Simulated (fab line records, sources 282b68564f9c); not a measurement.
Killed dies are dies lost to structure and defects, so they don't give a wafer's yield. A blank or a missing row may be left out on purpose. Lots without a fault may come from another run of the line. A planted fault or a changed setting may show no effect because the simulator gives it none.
Tool commonality check | flow rit_cmos | 14 lots, 48 wafers sampled

WHY IT WAS OPENED
At RIT_PSD_TW_MEAS_10 the reading PSD_TW is flagged on 2 of 14 lots. Wafers without a fault read 3419, standard deviation 26.
Rule: a lot is flagged when every wafer of it that has a number lies more than 4 standard deviations from that mean, or none has a number. The other lots count as sound.

lot  | measured    | on            | PSD_TW, wafer by wafer | flag
L985 | day 3 03:07 | film_metro-01 | 3402 3421 3419         |
L986 | day 3 07:37 | film_metro-02 | 3410 3417 3420         |
L987 | day 3 16:01 | film_metro-01 | 3437 3420 3433         |
L993 | day 4 18:48 | film_metro-02 | 30 30 30 30 30 30      | FLAGGED
L995 | day 5 03:55 | film_metro-03 | 30 30 30 30 30 30      | FLAGGED
L996 | day 5 13:02 | film_metro-01 | 3429 3435 3439         |
L997 | day 5 16:13 | film_metro-02 | 3440 3450 3454         |
L998 | day 6 00:01 | film_metro-02 | 3447 3454 3467         |
L101 | day 6 10:18 | film_metro-02 | 3442 3435 3447         |
L102 | day 6 20:29 | film_metro-02 | 3448 3425 3426         |
L103 | day 6 23:35 | film_metro-03 | 3363 3394 3373         |
L105 | day 7 07:57 | film_metro-02 | 3436 3423 3421         |
L107 | day 7 21:22 | film_metro-01 | 3425 3423 3427         |
L108 | day 8 02:05 | film_metro-03 | 3377 3381 3366         |
The numbers of the flagged lots are 30 on average: -3389 against the usual, or -99 or more standard deviations.

WHICH TOOL RAN EACH LOT
The record holds 1 process step before the reading, out of a route of 202 steps. In each cell: the tool, then ch and the chambers that the sampled wafers went through, then the start.
lot  | flag    | RIT_PSD_DEVELOP_05
L985 |         | litho_track-03 ch 0, day 3 02:00
L986 |         | litho_track-03 ch 0, day 3 06:00
L987 |         | litho_track-04 ch 0, day 3 15:00
L993 | FLAGGED | litho_track-03 ch 0, day 4 18:00
L995 | FLAGGED | litho_track-03 ch 0, day 5 03:00
L996 |         | litho_track-01 ch 0, day 5 12:00
L997 |         | litho_track-04 ch 0, day 5 15:00
L998 |         | litho_track-04 ch 0, day 5 23:00
L101 |         | litho_track-04 ch 0, day 6 09:00
L102 |         | litho_track-01 ch 0, day 6 19:00
L103 |         | litho_track-01 ch 0, day 6 22:00
L105 |         | litho_track-04 ch 0, day 7 07:00
L107 |         | litho_track-01 ch 0, day 7 20:00
L108 |         | litho_track-01 ch 0, day 8 01:00
What these steps do:
- RIT_PSD_DEVELOP_05: develop time 50 s.
- RIT_PSD_TW_MEAS_10

FLAGGED OVER TOTAL, TOOL BY TOOL (the gauges that took the reading come last)
step               | tool           | lots run | flagged | share of the flagged lots | sound lots run after its first flagged lot
RIT_PSD_DEVELOP_05 | litho_track-01 | 5        | 0       | none                      | -
RIT_PSD_DEVELOP_05 | litho_track-03 | 4        | 2       | all                       | 0
RIT_PSD_DEVELOP_05 | litho_track-04 | 5        | 0       | none                      | -
RIT_PSD_TW_MEAS_10 | film_metro-01  | 4        | 0       | none                      | -
RIT_PSD_TW_MEAS_10 | film_metro-02  | 7        | 1       | some                      | 5 (L997,L998,L101,L102,L105)
RIT_PSD_TW_MEAS_10 | film_metro-03  | 3        | 1       | some                      | 2 (L103,L108)

WHAT THE TABLE ALLOWS
1 row of the table ran every flagged lot: litho_track-03 at RIT_PSD_DEVELOP_05.
- litho_track-03 at RIT_PSD_DEVELOP_05: 2 of its 4 lots flagged. Its last sound lot is L986 (day 3 06:00), its first flagged lot L993 (day 4 18:00): a fault that began between those two fits.
One tool is left: litho_track-03 at RIT_PSD_DEVELOP_05.

WHAT THE SIMULATOR HAD PUT IN
Process parameter drift: litho_track-03, from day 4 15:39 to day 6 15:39, at RIT_PSD_DEVELOP_05. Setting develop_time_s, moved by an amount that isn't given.
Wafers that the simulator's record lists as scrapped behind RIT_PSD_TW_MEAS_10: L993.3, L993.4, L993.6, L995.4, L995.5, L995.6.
Lots struck among those shown: L993, L995. The rule above found the same.
